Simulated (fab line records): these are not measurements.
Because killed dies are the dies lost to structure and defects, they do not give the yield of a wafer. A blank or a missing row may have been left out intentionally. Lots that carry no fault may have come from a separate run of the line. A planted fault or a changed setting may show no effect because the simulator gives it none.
The same fault as seen by 2 desks + flow berkeley cmos170 + each desk holds nothing but its own numbers, with what lay behind them at the end

FROM THE METROLOGY DESK
Lot by lot, what the gauges showed, no matter which tool ran the lot: averages of those sampled wafers that carry a number. The brackets show how far a lot's mean lies from the usual mean; more than 4 standard deviations puts the lot out of limits, marked OUT.
Columns: A = GATE_POLY_THK at UCB170_GATE_THK_MEAS_05, usual 212.8 nm; B = cd nm at UCB170_GATE_CD_MEAS_12, usual 350.3 nm; C = GATE_OVL at UCB170_GATE_OVL_MEAS_13, usual 0 nm
| lot  | first seen here | A     | B     | C  |
|------|-----------------|-------|-------|----|
| L971 | day 5 17:01     | 213.3 | 350.4 | 5  |
| L973 | day 6 15:53     | 213.5 | 350.5 | 1  |
| L976 | day 6 20:41     | 211.5 | 351.0 | -9 |
| L989 | day 9 20:29     | 211.6 | 351.0 | 2  |
| L991 | day 10 01:44    | 214.0 | 350.1 | 4  |
| L990 | day 10 01:47    | 211.9 | 349.2 | 2  |
This desk's verdict: no lot among the 6 shows anything out of limits.

TOOL OWNER'S DESK, rie si-02
The tool's own readings at UCB170_GATE_ETCH_15 (etches poly-Si in HBr/Cl2, stops on SiO2, time 56.3 s, target depth 278.2 nm): means of the sampled wafers that have a number, for each lot that ran on this tool. The brackets show how far a lot's mean lies from the usual mean; more than 4 standard deviations puts the lot out of limits, marked OUT.
Columns: A = bias w at UCB170_GATE_ETCH_15, usual 150.0 W; B = drypump motor current A at UCB170_GATE_ETCH_15, usual 6.0 A; C = oes product au at UCB170_GATE_ETCH_15, usual 0.835 a.u.; D = throttle valve pct at UCB170_GATE_ETCH_15, usual 26.44 %
| lot  | first seen here | A                       | B   | C     | D     |
|------|-----------------|-------------------------|-----|-------|-------|
| L971 | day 5 18:41     | 150.2                   | 6.3 | 0.835 | 26.47 |
| L991 | day 10 02:56    | 232.7 (+99 or more) OUT | 6.2 | 0.834 | 26.46 |
| L990 | day 10 03:22    | 232.8 (+99 or more) OUT | 6.2 | 0.831 | 26.45 |
This desk's verdict: out of limits on L990, L991, starting with L991 at day 10 02:56 (bias w at UCB170_GATE_ETCH_15). L971 stayed within limits.

BROUGHT TOGETHER
On L990, L991, at day 10 02:56, an alarm was possible from the tool owner's desk.
From the metrology desk's view, nothing was out of limits.
The metrology desk has L990, L991 on record, within its limits.
Every lot named ran UCB170_GATE_ETCH_15 on rie si-02.

WHAT WAS PUT IN BY THE SIMULATOR
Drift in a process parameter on rie si-02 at UCB170_GATE_ETCH_15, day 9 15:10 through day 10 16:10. A move of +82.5 in setting bias w, from 150.
Lots struck among those shown: L990, L991.
Time in hours from fault onset to the first out-of-limits reading at each desk: the tool owner's desk, 12.
